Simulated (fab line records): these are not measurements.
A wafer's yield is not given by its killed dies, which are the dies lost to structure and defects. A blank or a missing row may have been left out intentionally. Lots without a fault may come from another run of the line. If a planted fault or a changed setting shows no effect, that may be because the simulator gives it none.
One fault seen from 2 desks | flow berkeley-cmos170 | each desk has only its own numbers; what lay behind them comes last

## AT THE METROLOGY DESK
What the gauges read, lot by lot, whatever tool the lot ran on: means of the sampled wafers that have a number. A lot is out of limits, marked OUT, if its mean lies more than 4 standard deviations from the usual mean; the brackets give that distance.
Columns: A = PLDD_OVL at UCB170_PLDD_OVL_MEAS_07, usual -3 nm; B = cd-nm at UCB170_NSD_CD_MEAS_06, usual 1199.9 nm
lot  | first seen here | A   | B
L787 | day 7 14:22     | -4  | 1201.8
L786 | day 7 14:39     | -9  | 1198.9
L789 | day 7 23:31     | 2   | 1199.8
L790 | day 8 00:14     | -2  | 1199.1
L788 | day 8 00:31     | -4  | 1199.1
L793 | day 8 23:05     | 0   | 1197.1
L795 | day 8 23:23     | 1   | 1201.6
L800 | day 10 15:27    | -12 | 1199.7
L805 | day 11 06:23    | -0  | 1200.7
L803 | day 11 06:40    | -3  | 1200.9
L806 | day 11 22:07    | -6  | 1199.3
L808 | day 11 22:25    | -3  | 1200.4
L807 | day 11 23:00    | -7  | 1201.2
L809 | day 12 08:55    | 0   | 1201.4
Finding of this desk: none of the 14 lots has anything out of limits.

## THE TOOL OWNER'S DESK: implanter-02
The tool's own readings at UCB170_PLDD_IMPLANT_08: means of the sampled wafers that have a number, for each lot that ran on this tool. A lot is out of limits, marked OUT, if its mean lies more than 4 standard deviations from the usual mean; the brackets give that distance.
Columns: A = rotation-deg at UCB170_PLDD_IMPLANT_08, usual 0.002 degrees
lot  | first seen here | A
L787 | day 7 14:25     | -0.016
L789 | day 7 23:33     | 0.024
L788 | day 8 00:34     | 90.019 (+99 or more) OUT
L793 | day 8 23:08     | 90.001 (+99 or more) OUT
L803 | day 11 06:44    | 0.006
This desk finds L788, L793 out of limits, L788 being first, at day 8 00:34 (rotation-deg at UCB170_PLDD_IMPLANT_08). In limits: L787, L789, L803.

## ALL TOGETHER
An alarm could have come from the tool owner's desk at day 8 00:34, on L788, L793.
Nothing out of limits was seen by the metrology desk.
The metrology desk holds a record of L788, L793, inside its limits.
All the named lots went through UCB170_PLDD_IMPLANT_08 on implanter-02.

## WHAT WAS PUT IN BY THE SIMULATOR
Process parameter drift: implanter-02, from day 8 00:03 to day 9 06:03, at UCB170_PLDD_IMPLANT_08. From 0, the setting rotation-deg moved by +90. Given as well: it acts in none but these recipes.
Shown lots that were struck: L788, L793.
Hours from the fault's start to each desk's first reading out of limits: the tool owner's desk, 1.
